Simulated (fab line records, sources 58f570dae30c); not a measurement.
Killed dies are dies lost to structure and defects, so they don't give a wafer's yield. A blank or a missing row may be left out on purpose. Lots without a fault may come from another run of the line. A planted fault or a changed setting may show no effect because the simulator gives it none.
fab line records | flow berkeley_cmos170
record lots=5 wafers=15 last_day=13
route steps=331 shown PLDD@151 NLDD@158 SPACER@171 PSD@175 NSD@187
lots that met no fault: from a run of the same line without faults
start_h: hours from the record's first day to the start of the lot's first wafer shown | wait_h: hours since the lot's step before | " the same as in the row above | L1.1+2: a row that stands for several wafers | - no value, or no start given | * or withheld: withheld | < > ~ a bound
route shown NAME@n: a module of which the file shows steps, and the number in the route of the first | usual: mean/standard deviation of fault-free wafers | same: alike in all rows | chamber/n: place in a boat | sites: the reading at each site | _std_site: their standard deviation | _edge_site: outer sites' mean less inner sites' | radius_mm: how far each site lies from the wafer's centre | mask NAME#n: copy n | behind: the tool/chamber that last shaped the wafer | hold: why the lot was held/for how many hours/how that ended | device: the transistor (n, p or np) that didn't switch | end of line: the same wafers' tests at the end of the route | a step without rows: its recipe alone | killed: dies lost to structure and defects at the first sort, not the wafer's yield | map: a wafer's dies, x killed, . not, _ none there
set.NAME: the setting as run; set.NAME@STEP: as run at that earlier step | model.NAME: the simulator's own value behind a step, which no gauge read
lots at some steps of the route; a table a step, a row a wafer
services: from which hour (start_h, from the record's first day; less than 0 if before it) a tool's chamber was out of use, for how many hours, and why
## steps
# step UCB170_PLDD_CD_MEAS_06
# recipe target_cd_nm=1200
# usual cd_nm=1199.7/1.2
# columns lot.wafer tool chamber start_h wait_h cd_nm
L078.1 cd_sem-01 - 180.71 - 1197.9
L078.3 " - " " 1197.2
L078.5 " - " " 1195.9
L081.1 cd_sem-02 - 184.27 - 1200.6
L081.4 " - " " 1200.1
L081.6 " - " " 1200.7
L079.3 cd_sem-01 - 185.28 - 1200.3
L079.5 " - " " 1198.5
L079.6 " - " " 1199.0
L088.2 cd_sem-02 - 222.05 - 1201.2
L088.3 " - " " 1200.5
L088.4 " - " " 1199.5
L094.1 cd_sem-01 - 257.61 - 1198.5
L094.4 " - " " 1200.9
L094.5 " - " " 1199.8
# step UCB170_PLDD_OVL_MEAS_07
# usual PLDD_OVL=0/6.1
# columns lot.wafer tool chamber start_h wait_h PLDD_OVL[nm]
L078.1 overlay-02 - 180.83 0.1 3
L078.3 " - " " 3
L078.5 " - " " 1
L081.1 overlay-02 - 184.39 0.1 9
L081.4 " - " " 6
L081.6 " - " " 9
L079.3 overlay-02 - 185.37 0.1 -2
L079.5 " - " " -4
L079.6 " - " " -2
L088.2 overlay-02 - 222.15 0.1 3
L088.3 " - " " 2
L088.4 " - " " -1
L094.1 overlay-02 - 257.73 0.1 -1
L094.4 " - " " 1
L094.5 " - " " -8
# step UCB170_PLDD_IMPLANT_08
# recipe species=BF2 dose_cm2=5e+13 energy_kev=10 tilt_deg=7 rotation_deg=0
# columns lot.wafer tool chamber start_h wait_h
L078.1+3+5 implanter-02 0 180.86 0.0
L081.1+4+6 implanter-02 0 184.43 0.0
L079.3+5+6 implanter-01 0 185.44 0.1
L088.2+3+4 implanter-03 0 222.21 0.0
L094.1+4+5 implanter-02 0 257.76 0.0
# step UCB170_PLDD_IMPLANT_09
# recipe species=BF2 dose_cm2=5e+13 energy_kev=10 tilt_deg=7 rotation_deg=180
# columns lot.wafer tool chamber start_h wait_h
L078.1+3+5 implanter-02 0 181.01 0.1
L081.1+4+6 implanter-02 0 184.58 0.1
L079.3+5+6 implanter-01 0 185.59 0.1
L088.2+3+4 implanter-03 0 222.36 0.1
L094.1+4+5 implanter-02 0 257.91 0.1
# step UCB170_PLDD_STRIP_10
# recipe chemistry=O2 power_w=400 pressure_mtorr=3500 platen_temp_c=withheld o2_flow_sccm=400 overash_fraction=0.5
# usual drypump_motor_current_A=5.6/0.44 oes_product_au=0.734/0.0044 strip_time_to_endpoint_s=21.66/0.066
# columns lot.wafer tool chamber start_h wait_h drypump_motor_current_A oes_product_au rf_hours_counter_h strip_time_to_endpoint_s
L078.1 plasma_asher-04 0 181.16 0.1 5.6 0.731 38 21.68
L078.3 " 1 " " 6.0 0.726 - 21.64
L078.5 " 0 " " 5.6 0.733 - 21.68
L081.1 plasma_asher-03 1 184.73 0.1 5.6 0.729 7 21.68
L081.4 " 0 " " 4.8 0.744 - 21.68
L081.6 " 0 " " 4.8 0.725 - 21.64
L079.3 plasma_asher-03 1 185.73 0.1 5.6 0.735 - 21.68
L079.5 " 0 " " 4.8 0.737 - 21.65
L079.6 " 1 " " 5.6 0.733 - 21.67
L088.2 plasma_asher-03 0 222.48 0.1 4.8 0.733 11 21.69
L088.3 " 1 " " 5.6 0.730 - 21.69
L088.4 " 0 " " 4.8 0.736 - 21.66
L094.1 plasma_asher-04 0 258.06 0.1 5.6 0.731 47 21.64
L094.4 " 0 " " 5.6 0.734 - 21.65
L094.5 " 1 " " 6.0 0.728 - 21.62
# step UCB170_PLDD_TW_MEAS_11
# usual PLDD_TW=1007/6
# columns lot.wafer tool chamber start_h wait_h PLDD_TW
L078.1 film_metro-03 - 181.26 0.1 1013
L078.3 " - " " 1008
L078.5 " - " " 1019
L081.1 film_metro-02 - 184.83 0.1 1001
L081.4 " - " " 1000
L081.6 " - " " 1003
L079.3 film_metro-02 - 185.81 0.1 1003
L079.5 " - " " 1000
L079.6 " - " " 999
L088.2 film_metro-02 - 222.59 0.1 1005
L088.3 " - " " 1006
L088.4 " - " " 998
L094.1 film_metro-03 - 258.16 0.1 1013
L094.4 " - " " 1019
L094.5 " - " " 1014
# step UCB170_PLDD_CLEAN_12
# recipe chemistry=SPM temp_c=120 time_s=600
# usual temp_c=119.99/0.13
# columns lot.wafer tool chamber start_h wait_h temp_c
L078.1 wet_bench-02 3 181.41 0.1 119.89
L078.3 " 3 " " 120.02
L078.5 " 3 " " 119.88
L081.1 wet_bench-04 0 184.89 0.1 119.79
L081.4 " 0 " " 119.91
L081.6 " 0 " " 119.95
L079.3 wet_bench-02 0 185.85 0.0 119.99
L079.5 " 0 " " 120.04
L079.6 " 0 " " 120.02
L088.2 wet_bench-02 2 222.77 0.2 120.08
L088.3 " 2 " " 120.10
L088.4 " 2 " " 120.12
L094.1 wet_bench-02 1 258.45 0.3 120.03
L094.4 " 1 " " 120.06
L094.5 " 1 " " 120.12
# step UCB170_NLDD_HMDS_00
# recipe prime_time_s=60 prime_temp_c=100
# same prime_time_s=60
# columns lot.wafer tool chamber start_h wait_h
L078.1+3+5 litho_track-02 0 181.66 0.1
L081.1+4+6 litho_track-02 0 185.06 0.0
L079.3+5+6 litho_track-03 0 186.60 0.6
L088.2+3+4 litho_track-01 0 223.60 0.7
L094.1+4+5 litho_track-02 0 258.64 0.0
# step UCB170_NLDD_COAT_01
# recipe resist=KrF spin_rpm=1500 resist_thk_nm=900
# columns lot.wafer tool chamber start_h wait_h
L078.1+3+5 litho_track-02 0 181.81 0.1
L081.1+4+6 litho_track-02 0 185.21 0.1
L079.3+5+6 litho_track-03 0 186.75 0.1
L088.2+3+4 litho_track-01 0 223.75 0.1
L094.1+4+5 litho_track-02 0 258.79 0.1
# step UCB170_NLDD_SOFTBAKE_02
# recipe resist=KrF temp_c=130 time_s=60
# usual plate_temp_C=130.00/0.14
# columns lot.wafer tool chamber start_h wait_h plate_temp_C
L078.1 litho_track-02 0 181.96 0.1 129.95
L078.3 " 0 " " 130.03
L078.5 " 0 " " 130.09
L081.1 litho_track-02 0 185.36 0.1 130.11
L081.4 " 0 " " 129.87
L081.6 " 0 " " 130.13
L079.3 litho_track-03 0 186.90 0.1 130.21
L079.5 " 0 " " 130.03
L079.6 " 0 " " 130.05
L088.2 litho_track-01 0 223.90 0.1 129.91
L088.3 " 0 " " 129.95
L088.4 " 0 " " 129.93
L094.1 litho_track-02 0 258.94 0.1 130.06
L094.4 " 0 " " 130.09
L094.5 " 0 " " 130.04
# step UCB170_NLDD_EXPOSE_03
# recipe mask_id=NSELECT na=0.5 sigma_outer=0.6 source_shape=conventional target_cd_nm=1200 dose_mj=30
# usual stage_vel_mm_s=500.03/0.23
# columns lot.wafer tool chamber start_h wait_h mask stage_vel_mm_s
L078.1 krf_scanner-01 0 182.13 0.1 NSELECT#0 500.27
L078.3 " 0 " " NSELECT#0 500.26
L078.5 " 0 " " NSELECT#0 500.52
L081.1 krf_scanner-02 0 185.64 0.2 NSELECT#0 500.02
L081.4 " 0 " " NSELECT#0 500.08
L081.6 " 0 " " NSELECT#0 500.13
L079.3 krf_scanner-02 0 187.04 0.1 NSELECT#0 499.94
L079.5 " 0 " " NSELECT#0 499.70
L079.6 " 0 " " NSELECT#0 499.62
L088.2 krf_scanner-01 0 224.04 0.1 NSELECT#0 499.72
L088.3 " 0 " " NSELECT#0 500.18
L088.4 " 0 " " NSELECT#0 499.92
L094.1 krf_scanner-02 0 259.21 0.2 NSELECT#0 500.33
L094.4 " 0 " " NSELECT#0 500.06
L094.5 " 0 " " NSELECT#0 500.11
# step UCB170_NLDD_PEB_04
# recipe peb_temp_c=130 peb_time_s=withheld resist=KrF
# usual plate_temp_C=130.01/0.14
# columns lot.wafer tool chamber start_h wait_h plate_temp_C
L078.1 litho_track-02 0 182.56 0.4 129.78
L078.3 " 0 " " 129.94
L078.5 " 0 " " 130.04
L081.1 litho_track-03 0 186.27 0.6 130.06
L081.4 " 0 " " 130.01
L081.6 " 0 " " 130.02
L079.3 litho_track-03 0 187.60 0.5 129.94
L079.5 " 0 " " 130.22
L079.6 " 0 " " 130.14
L088.2 litho_track-02 0 224.67 0.6 130.06
L088.3 " 0 " " 130.14
L088.4 " 0 " " 130.01
L094.1 litho_track-03 0 259.41 0.2 130.10
L094.4 " 0 " " 129.94
L094.5 " 0 " " 129.89
# step UCB170_NLDD_DEVELOP_05
# recipe developer=TMAH develop_time_s=45 resist=KrF dev_temp_c=21
# columns lot.wafer tool chamber start_h wait_h
L078.1+3+5 litho_track-02 0 - -
L081.1+4+6 litho_track-03 0 - -
L079.3+5+6 litho_track-03 0 - -
L088.2+3+4 litho_track-02 0 - -
L094.1+4+5 litho_track-03 0 - -
# step UCB170_NLDD_CD_MEAS_06
# recipe target_cd_nm=1200
# usual cd_nm=1200.3/1.3
# columns lot.wafer tool chamber start_h wait_h cd_nm
L078.1 cd_sem-01 - 182.84 - 1199.2
L078.3 " - " " 1200.2
L078.5 " - " " 1201.6
L081.1 cd_sem-02 - 186.55 - 1199.0
L081.4 " - " " 1199.4
L081.6 " - " " 1200.0
L079.3 cd_sem-02 - 187.86 - 1199.0
L079.5 " - " " 1199.8
L079.6 " - " " 1199.9
L088.2 cd_sem-01 - 224.94 - 1201.5
L088.3 " - " " 1200.6
L088.4 " - " " 1201.6
L094.1 cd_sem-01 - 259.69 - 1200.4
L094.4 " - " " 1200.6
L094.5 " - " " 1201.1
# step UCB170_NLDD_OVL_MEAS_07
# usual NLDD_OVL=0/4.9
# columns lot.wafer tool chamber start_h wait_h NLDD_OVL[nm]
L078.1 overlay-02 - 182.96 0.1 -5
L078.3 " - " " -4
L078.5 " - " " 4
L081.1 overlay-02 - 186.67 0.1 1
L081.4 " - " " 5
L081.6 " - " " -4
L079.3 overlay-02 - 187.95 0.1 -7
L079.5 " - " " -4
L079.6 " - " " -8
L088.2 overlay-02 - 225.05 0.1 -3
L088.3 " - " " -1
L088.4 " - " " 0
L094.1 overlay-02 - 259.81 0.1 0
L094.4 " - " " 2
L094.5 " - " " 2
# step UCB170_NLDD_IMPLANT_08
# recipe species=As dose_cm2=5e+13 energy_kev=30 tilt_deg=7 rotation_deg=0
# columns lot.wafer tool chamber start_h wait_h
L078.1+3+5 implanter-04 0 182.99 0.0
L081.1+4+6 implanter-02 0 186.70 0.0
L079.3+5+6 implanter-02 0 188.03 0.1
L088.2+3+4 implanter-01 0 225.10 0.0
L094.1+4+5 implanter-04 0 259.84 0.0
# step UCB170_NLDD_IMPLANT_09
# recipe species=As dose_cm2=5e+13 energy_kev=30 tilt_deg=7 rotation_deg=180
# columns lot.wafer tool chamber start_h wait_h
L078.1+3+5 implanter-04 0 183.14 0.1
L081.1+4+6 implanter-02 0 186.85 0.1
L079.3+5+6 implanter-02 0 188.18 0.1
L088.2+3+4 implanter-01 0 225.25 0.1
L094.1+4+5 implanter-04 0 259.99 0.1
# step UCB170_NLDD_STRIP_10
# recipe chemistry=O2 power_w=400 pressure_mtorr=3500 platen_temp_c=withheld o2_flow_sccm=400 overash_fraction=0.5
# usual drypump_motor_current_A=5.5/0.42 oes_product_au=0.734/0.0047 strip_time_to_endpoint_s=21.62/0.064
# columns lot.wafer tool chamber start_h wait_h drypump_motor_current_A oes_product_au rf_hours_counter_h strip_time_to_endpoint_s
L078.1 plasma_asher-02 0 183.29 0.1 5.6 0.740 43 21.70
L078.3 " 0 " " 5.6 0.727 - 21.62
L078.5 " 1 " " 5.1 0.733 - 21.63
L081.1 plasma_asher-02 1 187.00 0.1 5.1 0.725 44 21.56
L081.4 " 0 " " 5.5 0.732 - 21.53
L081.6 " 1 " " 5.1 0.727 - 21.61
L079.3 plasma_asher-01 1 188.31 0.1 6.0 0.729 - 21.62
L079.5 " 1 " " 6.0 0.733 - 21.60
L079.6 " 0 " " 6.0 0.732 - 21.56
L088.2 plasma_asher-01 1 225.38 0.1 6.0 0.736 53 21.65
L088.3 " 1 " " 6.0 0.738 - 21.63
L088.4 " 0 " " 6.0 0.735 - 21.57
L094.1 plasma_asher-03 1 260.14 0.1 5.6 0.732 15 21.53
L094.4 " 1 " " 5.6 0.731 - 21.53
L094.5 " 1 " " 5.6 0.735 - 21.51
# step UCB170_NLDD_TW_MEAS_11
# usual NLDD_TW=2210/16
# columns lot.wafer tool chamber start_h wait_h NLDD_TW
L078.1 film_metro-03 - 183.39 0.1 2227
L078.3 " - " " 2226
L078.5 " - " " 2224
L081.1 film_metro-02 - 187.10 0.1 2197
L081.4 " - " " 2190
L081.6 " - " " 2196
L079.3 film_metro-02 - 188.45 0.1 2199
L079.5 " - " " 2193
L079.6 " - " " 2196
L088.2 film_metro-02 - 225.50 0.1 2202
L088.3 " - " " 2199
L088.4 " - " " 2186
L094.1 film_metro-03 - 260.24 0.1 2223
L094.4 " - " " 2224
L094.5 " - " " 2229
# step UCB170_NLDD_CLEAN_12
# recipe chemistry=SPM temp_c=120 time_s=600
# usual temp_c=120.00/0.15
# columns lot.wafer tool chamber start_h wait_h temp_c
L078.1 wet_bench-03 2 183.45 0.1 120.02
L078.3 " 2 " " 120.14
L078.5 " 2 " " 120.25
L081.1 wet_bench-02 2 187.16 0.1 119.95
L081.4 " 2 " " 119.95
L081.6 " 2 " " 119.68
L079.3 wet_bench-02 3 188.55 0.1 119.96
L079.5 " 3 " " 120.04
L079.6 " 3 " " 120.25
L088.2 wet_bench-02 3 225.55 0.0 119.93
L088.3 " 3 " " 120.16
L088.4 " 3 " " 119.78
L094.1 wet_bench-03 1 260.38 0.1 119.99
L094.4 " 1 " " 120.06
L094.5 " 1 " " 119.99
# step UCB170_SPACER_CVD_00
# recipe material=SiO2 target_thk_nm=376 temp_c=390 precursor=TEOS/O2 time_s=47 rf_w=550 pressure_mtorr=9000
# usual heater_power_w=261/50 susceptor_temp_C=389.99/0.22
# columns lot.wafer tool chamber start_h wait_h heater_power_w susceptor_temp_C
L078.1 pecvd-03 0 183.83 0.0 289 389.98
L078.3 " 1 " " 305 389.68
L078.5 " 2 " " 248 389.80
L081.1 pecvd-03 1 187.34 0.0 290 389.83
L081.4 " 2 " " 218 389.70
L081.6 " 1 " " 302 390.26
L079.3 pecvd-04 1 188.72 0.0 252 390.02
L079.5 " 0 " " 306 389.67
L079.6 " 2 " " 251 390.19
L088.2 pecvd-04 1 225.73 0.0 233 390.03
L088.3 " 2 " " 196 390.06
L088.4 " 0 " " 314 390.37
L094.1 pecvd-02 0 260.55 0.0 242 389.64
L094.4 " 1 " " 252 390.03
L094.5 " 0 " " 163 390.33
# step UCB170_SPACER_THK_MEAS_01
# recipe reads=SiO2_of_SPACER_CVD_00
# usual SPACER_TEOS_THK=376/5.2
# columns lot.wafer tool chamber start_h wait_h SPACER_TEOS_THK[nm]
L078.1 film_metro-04 - 183.88 0.0 369
L078.3 " - " " 373
L078.5 " - " " 372
L081.1 film_metro-04 - 187.38 0.0 373
L081.4 " - " " 373
L081.6 " - " " 377
L079.3 film_metro-04 - 188.78 0.0 382
L079.5 " - " " 383
L079.6 " - " " 387
L088.2 film_metro-01 - 225.82 0.1 382
L088.3 " - " " 376
L088.4 " - " " 386
L094.1 film_metro-04 - 260.59 0.0 369
L094.4 " - " " 378
L094.5 " - " " 378
# step UCB170_SPACER_ANNEAL_02
# recipe temp_c=900 time_s=1800 ambient=N2
# usual spike_tc_source_C=922.3/1.1 zone_power_load_pct=26.4/0.87 zone_power_source_pct=25.0/2.9
# columns lot.wafer tool chamber start_h wait_h spike_tc_source_C zone_power_load_pct zone_power_source_pct
L078.1 furnace-02 0 191.34 7.5 922.5 26.9 22.7
L078.3 " 0 " " 923.1 26.4 23.1
L078.5 " 0 " " 922.8 26.7 22.8
L079.3 furnace-02 0 191.34 2.5 921.6 26.2 23.1
L079.5 " 0 " " 921.5 26.3 22.5
L079.6 " 0 " " 921.9 27.0 22.7
L081.1 furnace-02 0 191.34 4.0 923.6 26.9 22.7
L081.4 " 0 " " 921.9 26.5 22.4
L081.6 " 0 " " 923.0 26.3 22.5
L088.2 furnace-01 0 229.16 3.3 921.2 26.0 29.1
L088.3 " 0 " " 920.9 25.4 28.7
L088.4 " 0 " " 922.1 25.4 28.7
L094.1 furnace-02 0 263.94 3.3 923.2 27.2 22.6
L094.4 " 0 " " 923.9 26.7 22.8
L094.5 " 0 " " 922.5 26.7 22.6
# step UCB170_SPACER_ETCHBACK_03
# recipe stop_on=Si target=SiO2 chemistry=CHF3/CF4/Ar CHF3_flow_sccm=50 cf4_flow_sccm=10 Ar_flow_sccm=120 pressure_mtorr=200 rf_w=500 target_depth_a=3760 time_s=100
# usual drypump_motor_current_A=5.8/0.33 oes_product_au=0.903/0.015 throttle_valve_pct=6.46/0.12
# columns lot.wafer tool chamber start_h wait_h drypump_motor_current_A oes_product_au rf_hours_counter_h throttle_valve_pct
L078.1 rie_diel-03 1 192.84 0.0 5.9 0.882 10 6.62
L078.3 " 0 " " 5.9 0.907 20 6.46
L078.5 " 1 " " 5.9 0.887 - 6.60
L081.1 rie_diel-02 1 192.84 0.0 5.4 0.880 4 6.49
L081.4 " 3 " " 6.1 0.886 8 6.62
L081.6 " 2 " " 6.2 0.908 - 6.45
L079.3 rie_diel-02 0 192.91 0.1 5.8 0.913 16 6.51
L079.5 " 3 " " 6.1 0.899 - 6.62
L079.6 " 0 " " 5.8 0.914 - 6.50
L088.2 rie_diel-04 1 230.66 0.0 5.2 0.925 10 6.38
L088.3 " 3 " " 6.0 0.882 15 6.49
L088.4 " 1 " " 5.2 0.932 - 6.39
L094.1 rie_diel-02 3 265.44 0.0 6.1 0.875 11 6.63
L094.4 " 0 " " 5.8 0.898 - 6.52
L094.5 " 2 " " 6.2 0.897 - 6.46
# step UCB170_PSD_HMDS_00
# recipe prime_time_s=60 prime_temp_c=100
# same prime_time_s=60
# columns lot.wafer tool chamber start_h wait_h
L078.1+3+5 litho_track-03 0 192.91 0.0
L081.1+4+6 litho_track-04 0 193.17 0.3
L079.3+5+6 litho_track-03 0 193.41 0.5
L088.2+3+4 litho_track-03 0 231.07 0.4
L094.1+4+5 litho_track-04 0 266.62 1.1
# step UCB170_PSD_COAT_01
# recipe resist=KrF spin_rpm=1500 resist_thk_nm=900
# columns lot.wafer tool chamber start_h wait_h
L078.1+3+5 litho_track-03 0 193.06 0.1
L081.1+4+6 litho_track-04 0 193.32 0.1
L079.3+5+6 litho_track-03 0 193.56 0.1
L088.2+3+4 litho_track-03 0 231.22 0.1
L094.1+4+5 litho_track-04 0 266.77 0.1
# step UCB170_PSD_SOFTBAKE_02
# recipe resist=KrF temp_c=130 time_s=60
# usual plate_temp_C=130.00/0.14
# columns lot.wafer tool chamber start_h wait_h plate_temp_C
L078.1 litho_track-03 0 193.21 0.1 129.98
L078.3 " 0 " " 130.02
L078.5 " 0 " " 129.83
L081.1 litho_track-04 0 193.47 0.1 130.01
L081.4 " 0 " " 129.92
L081.6 " 0 " " 129.88
L079.3 litho_track-03 0 193.71 0.1 130.11
L079.5 " 0 " " 130.12
L079.6 " 0 " " 130.02
L088.2 litho_track-03 0 231.37 0.1 130.16
L088.3 " 0 " " 130.04
L088.4 " 0 " " 130.05
L094.1 litho_track-04 0 266.92 0.1 129.97
L094.4 " 0 " " 130.15
L094.5 " 0 " " 130.00
# step UCB170_PSD_EXPOSE_03
# recipe mask_id=PSELECT_MOD na=0.5 sigma_outer=0.6 source_shape=conventional target_cd_nm=1200 dose_mj=30
# usual stage_vel_mm_s=500.06/0.26
# columns lot.wafer tool chamber start_h wait_h mask stage_vel_mm_s
L078.1 krf_scanner-02 0 193.36 0.1 PSELECT_MOD#0 499.73
L078.3 " 0 " " PSELECT_MOD#0 499.78
L078.5 " 0 " " PSELECT_MOD#0 499.96
L081.1 krf_scanner-02 0 193.86 0.4 PSELECT_MOD#0 500.43
L081.4 " 0 " " PSELECT_MOD#0 499.80
L081.6 " 0 " " PSELECT_MOD#0 499.94
L079.3 krf_scanner-01 0 194.14 0.4 PSELECT_MOD#0 499.91
L079.5 " 0 " " PSELECT_MOD#0 500.24
L079.6 " 0 " " PSELECT_MOD#0 499.84
L088.2 krf_scanner-01 0 231.58 0.2 PSELECT_MOD#0 499.55
L088.3 " 0 " " PSELECT_MOD#0 499.48
L088.4 " 0 " " PSELECT_MOD#0 499.91
L094.1 krf_scanner-01 0 267.19 0.2 PSELECT_MOD#0 500.26
L094.4 " 0 " " PSELECT_MOD#0 500.20
L094.5 " 0 " " PSELECT_MOD#0 500.25
# step UCB170_PSD_PEB_04
# recipe peb_temp_c=130 peb_time_s=withheld resist=KrF
# usual plate_temp_C=130.02/0.13
# columns lot.wafer tool chamber start_h wait_h plate_temp_C
L078.1 litho_track-04 0 194.07 0.7 130.31
L078.3 " 0 " " 130.11
L078.5 " 0 " " 130.15
L081.1 litho_track-04 0 194.34 0.5 130.15
L081.4 " 0 " " 130.06
L081.6 " 0 " " 129.95
L079.3 litho_track-02 0 194.44 0.3 130.03
L079.5 " 0 " " 130.02
L079.6 " 0 " " 130.30
L088.2 litho_track-02 0 232.00 0.4 129.96
L088.3 " 0 " " 130.01
L088.4 " 0 " " 130.10
L094.1 litho_track-03 0 267.93 0.7 130.07
L094.4 " 0 " " 129.98
L094.5 " 0 " " 130.11
# step UCB170_PSD_DEVELOP_05
# recipe developer=TMAH develop_time_s=45 resist=KrF dev_temp_c=21
# columns lot.wafer tool chamber start_h wait_h
L078.1+3+5 litho_track-04 0 - -
L081.1+4+6 litho_track-04 0 - -
L079.3+5+6 litho_track-02 0 - -
L088.2+3+4 litho_track-02 0 - -
L094.1+4+5 litho_track-03 0 - -
# step UCB170_PSD_CD_MEAS_06
# recipe target_cd_nm=1200
# usual cd_nm=1199.6/1.3
# columns lot.wafer tool chamber start_h wait_h cd_nm
L078.1 cd_sem-02 - 194.34 - 1200.2
L078.3 " - " " 1199.1
L078.5 " - " " 1198.3
L081.1 cd_sem-02 - 194.62 - 1198.9
L081.4 " - " " 1198.2
L081.6 " - " " 1199.4
L079.3 cd_sem-01 - 194.70 - 1196.7
L079.5 " - " " 1198.9
L079.6 " - " " 1199.2
L088.2 cd_sem-02 - 232.28 - 1199.5
L088.3 " - " " 1200.5
L088.4 " - " " 1199.6
L094.1 cd_sem-02 - 268.20 - 1200.9
L094.4 " - " " 1201.3
L094.5 " - " " 1200.4
# step UCB170_PSD_OVL_MEAS_07
# usual PSD_OVL=0/6.1
# columns lot.wafer tool chamber start_h wait_h PSD_OVL[nm]
L078.1 overlay-02 - 194.46 0.1 -1
L078.3 " - " " 4
L078.5 " - " " -2
L081.1 overlay-01 - 194.74 0.1 11
L081.4 " - " " 3
L081.6 " - " " 6
L079.3 overlay-02 - 194.80 0.1 -2
L079.5 " - " " 2
L079.6 " - " " -4
L088.2 overlay-02 - 232.38 0.1 -4
L088.3 " - " " -4
L088.4 " - " " -6
L094.1 overlay-02 - 268.32 0.1 -1
L094.4 " - " " 2
L094.5 " - " " 1
# step UCB170_PSD_IMPLANT_08
# recipe species=B dose_cm2=3e+15 energy_kev=20 tilt_deg=7
# columns lot.wafer tool chamber start_h wait_h
L078.1+3+5 implanter-03 0 194.50 0.0
L081.1+4+6 implanter-03 0 194.78 0.0
L079.3+5+6 implanter-04 0 194.92 0.1
L088.2+3+4 implanter-04 0 232.44 0.0
L094.1+4+5 implanter-02 0 268.36 0.0
# step UCB170_PSD_STRIP_09
# recipe chemistry=O2 power_w=400 pressure_mtorr=3500 platen_temp_c=withheld o2_flow_sccm=400 overash_fraction=0.5
# usual drypump_motor_current_A=5.7/0.3 oes_product_au=0.599/0.0043 strip_time_to_endpoint_s=29.41/0.09
# columns lot.wafer tool chamber start_h wait_h drypump_motor_current_A oes_product_au rf_hours_counter_h strip_time_to_endpoint_s
L078.1 plasma_asher-01 0 194.65 0.1 6.0 0.603 49 29.38
L078.3 " 0 " " 6.0 0.598 - 29.38
L078.5 " 0 " " 6.0 0.597 - 29.36
L081.1 plasma_asher-01 1 194.93 0.1 6.0 0.601 49 29.48
L081.4 " 1 " " 6.0 0.600 - 29.47
L081.6 " 1 " " 6.0 0.595 - 29.49
L079.3 plasma_asher-04 1 195.15 0.2 6.0 0.597 - 29.26
L079.5 " 1 " " 6.0 0.602 - 29.26
L079.6 " 0 " " 5.6 0.608 - 29.20
L088.2 plasma_asher-04 1 232.56 0.1 6.0 0.605 44 29.41
L088.3 " 0 " " 5.6 0.600 - 29.44
L088.4 " 1 " " 6.0 0.601 - 29.43
L094.1 plasma_asher-02 0 268.51 0.1 5.6 0.605 53 29.52
L094.4 " 1 " " 5.1 0.601 - 29.46
L094.5 " 1 " " 5.1 0.599 - 29.53
# step UCB170_PSD_TW_MEAS_10
# usual PSD_TW=2330/17
# columns lot.wafer tool chamber start_h wait_h PSD_TW
L078.1 film_metro-01 - 194.75 0.1 2325
L078.3 " - " " 2332
L078.5 " - " " 2332
L081.1 film_metro-03 - 195.03 0.1 2331
L081.4 " - " " 2343
L081.6 " - " " 2336
L079.3 film_metro-03 - 195.24 0.1 2345
L079.5 " - " " 2337
L079.6 " - " " 2342
L088.2 film_metro-03 - 232.67 0.1 2352
L088.3 " - " " 2359
L088.4 " - " " 2352
L094.1 film_metro-02 - 268.61 0.1 2323
L094.4 " - " " 2329
L094.5 " - " " 2330
# step UCB170_PSD_CLEAN_11
# recipe chemistry=SPM temp_c=120 time_s=600
# usual temp_c=120.00/0.12
# columns lot.wafer tool chamber start_h wait_h temp_c
L078.1 wet_bench-03 0 194.81 0.1 120.02
L078.3 " 0 " " 119.89
L078.5 " 0 " " 119.83
L081.1 wet_bench-03 1 195.09 0.1 120.04
L081.4 " 1 " " 120.04
L081.6 " 1 " " 120.14
L079.3 wet_bench-03 3 195.28 0.0 119.95
L079.5 " 3 " " 120.00
L079.6 " 3 " " 119.92
L088.2 wet_bench-03 0 236.63 3.9 119.96
L088.3 " 0 " " 120.21
L088.4 " 0 " " 119.98
L094.1 wet_bench-03 2 271.56 2.9 119.94
L094.4 " 2 " " 119.86
L094.5 " 2 " " 120.18
# step UCB170_NSD_HMDS_00
# recipe prime_time_s=60 prime_temp_c=100
# same prime_time_s=60
# columns lot.wafer tool chamber start_h wait_h
L078.1+3+5 litho_track-02 0 195.00 0.0
L081.1+4+6 litho_track-01 0 195.35 0.1
L079.3+5+6 litho_track-01 0 195.85 0.4
L088.2+3+4 litho_track-04 0 236.83 0.0
L094.1+4+5 litho_track-04 0 271.86 0.1
# step UCB170_NSD_COAT_01
# recipe resist=KrF spin_rpm=1500 resist_thk_nm=900
# columns lot.wafer tool chamber start_h wait_h
L078.1+3+5 litho_track-02 0 195.15 0.1
L081.1+4+6 litho_track-01 0 195.50 0.1
L079.3+5+6 litho_track-01 0 196.00 0.1
L088.2+3+4 litho_track-04 0 236.98 0.1
L094.1+4+5 litho_track-04 0 272.01 0.1
# step UCB170_NSD_SOFTBAKE_02
# recipe resist=KrF temp_c=130 time_s=60
# usual plate_temp_C=129.99/0.14
# columns lot.wafer tool chamber start_h wait_h plate_temp_C
L078.1 litho_track-02 0 195.30 0.1 130.08
L078.3 " 0 " " 130.12
L078.5 " 0 " " 130.14
L081.1 litho_track-01 0 195.65 0.1 130.18
L081.4 " 0 " " 130.18
L081.6 " 0 " " 130.02
L079.3 litho_track-01 0 196.15 0.1 129.83
L079.5 " 0 " " 129.81
L079.6 " 0 " " 129.95
L088.2 litho_track-04 0 237.13 0.1 129.94
L088.3 " 0 " " 129.99
L088.4 " 0 " " 130.25
L094.1 litho_track-04 0 272.16 0.1 130.10
L094.4 " 0 " " 130.12
L094.5 " 0 " " 130.18
## services
# columns tool chamber start_h hours kind
pecvd-04 - 156.91 1.1 repair
krf_scanner-02 - 160.50 0.8 pm
rie_diel-03 0 162.03 13.4 repair
krf_scanner-02 - 165.29 1.3 pm
pecvd-03 - 168.32 1.9 repair
krf_scanner-02 - 175.53 2.8 repair
implanter-03 - 176.56 9.0 pm
rie_diel-02 3 186.09 5.8 repair
rie_diel-02 3 195.45 7.5 repair
pecvd-04 - 196.74 1.3 repair
implanter-03 - 198.14 4.8 repair
krf_scanner-02 - 206.40 1.8 repair
krf_scanner-01 - 208.26 0.8 pm
implanter-03 - 214.58 5.9 repair
implanter-04 - 218.14 2.7 repair
krf_scanner-02 - 230.79 1.0 pm
plasma_asher-03 - 233.96 5.4 repair
plasma_asher-04 - 238.41 0.7 repair
pecvd-04 - 242.50 14.0 pm
pecvd-03 - 243.30 1.3 repair
furnace-02 - 246.27 3.5 pm
rie_diel-02 1 247.23 30.3 repair
krf_scanner-01 - 249.43 1.0 pm
implanter-03 - 270.02 1.6 repair
## key
fault none
